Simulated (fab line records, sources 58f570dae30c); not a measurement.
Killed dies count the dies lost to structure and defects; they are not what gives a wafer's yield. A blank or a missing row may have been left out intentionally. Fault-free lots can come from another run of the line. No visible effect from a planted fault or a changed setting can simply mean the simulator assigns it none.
Matching of chambers :: flow berkeley_cmos170 :: rie_si-01 running UCB170_GATE_ETCH_15: 4 sister chambers
The step etches poly-Si in HBr/Cl2, stops on SiO2, time 56.3 s, target depth 278.2 nm. 4 wafers are shown with their chamber, then 7 later ones without.

## WAFERS, EACH WITH ITS CHAMBER
wafer: L784.2
chamber: 3
drypump_motor_current_A (A): 6.0

wafer: L784.3
chamber: 2
drypump_motor_current_A (A): 6.1

wafer: L789.2
chamber: 0
drypump_motor_current_A (A): 5.2

wafer: L789.4
chamber: 1
drypump_motor_current_A (A): 6.9

## WAFERS WHOSE CHAMBER IS MISSING
wafer: L789.6
drypump_motor_current_A (A): 5.2

wafer: L791.2
drypump_motor_current_A (A): 6.1

wafer: L791.3
drypump_motor_current_A (A): 6.0

wafer: L791.6
drypump_motor_current_A (A): 6.8

wafer: L794.1
drypump_motor_current_A (A): 6.1

wafer: L794.5
drypump_motor_current_A (A): 6.0

wafer: L794.6
drypump_motor_current_A (A): 6.1

## WHICH CHAMBER EACH ONE RAN IN
wafer: L789.6
from the rows above: 0
in truth: 0

wafer: L791.2
from the rows above: 2
in truth: 2

wafer: L791.3
from the rows above: 3
in truth: 3

wafer: L791.6
from the rows above: 1
in truth: 1

wafer: L794.1
from the rows above: 2
in truth: 2

wafer: L794.5
from the rows above: 3
in truth: 3

wafer: L794.6
from the rows above: 2
in truth: 2
Correctly placed: 7 of 7. Number that these rows cannot place: 0. Placed wrongly: 0.
How it was worked out, from the rows above alone: a wafer's distance from a chamber is the root of the sum, over the readings, of the square of ((its reading less the chamber's mean) divided by the reading's scatter). If the next closest chamber is less than 2 further off than the closest, the wafer can't be placed; otherwise it belongs to the closest. Each chamber's mean is taken over the wafers shown for it. The scatter (one wafer shown for each chamber): square how far every hidden wafer sits from the nearest shown wafer, average those squares and take the square root.
